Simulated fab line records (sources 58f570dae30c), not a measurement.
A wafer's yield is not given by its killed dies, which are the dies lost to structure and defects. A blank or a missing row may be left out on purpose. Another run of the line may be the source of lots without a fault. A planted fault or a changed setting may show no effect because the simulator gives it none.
The tool behind it: which one?	flow berkeley-cmos170	at 1 step of a route of 331, 6 lots with 18 wafers sampled

== WHAT THE GAUGES SHOWED, per wafer ==
UCB170_FIELD_THK_MEAS_91.
lot	measured	on	FIELD_OXIDE_LEFT_2_THK (nm)
L955	day 6 12:13	film-metro-03	364 353 355
L963	day 7 18:26	film-metro-04	354 359 359
L962	day 7 18:53	film-metro-03	338 344 343
L965	day 8 13:46	film-metro-04	355 349 363
L976	day 10 04:10	film-metro-02	370 373 369
L973	day 10 04:59	film-metro-02	349 357 351

== WHICH TOOL RAN EACH LOT (tool, then ch and the chambers of the sampled wafers, then the start) ==
Record: no process step prior to these readings.

== THE ANSWER, worked out from the rows above alone ==
Rule: the usual values come from the lots themselves. Put in order of their means at a reading, lots are off if they are a third of the lots or fewer, leave a main group of 4 or more, and stand apart from it by a gap of 3 or more times the standard deviation of the main group's means; of several such gaps the widest counts. Not used: any main group whose means are identical at the precision the tables above print for the reading. Also off: a lot with no number at a reading for which 4 or more lots have one. Any other lot the step has rows for is counted as sound.
Nothing can be told from this: no lot is off at any reading shown.

== WHAT THE SIMULATOR HAD INSERTED ==
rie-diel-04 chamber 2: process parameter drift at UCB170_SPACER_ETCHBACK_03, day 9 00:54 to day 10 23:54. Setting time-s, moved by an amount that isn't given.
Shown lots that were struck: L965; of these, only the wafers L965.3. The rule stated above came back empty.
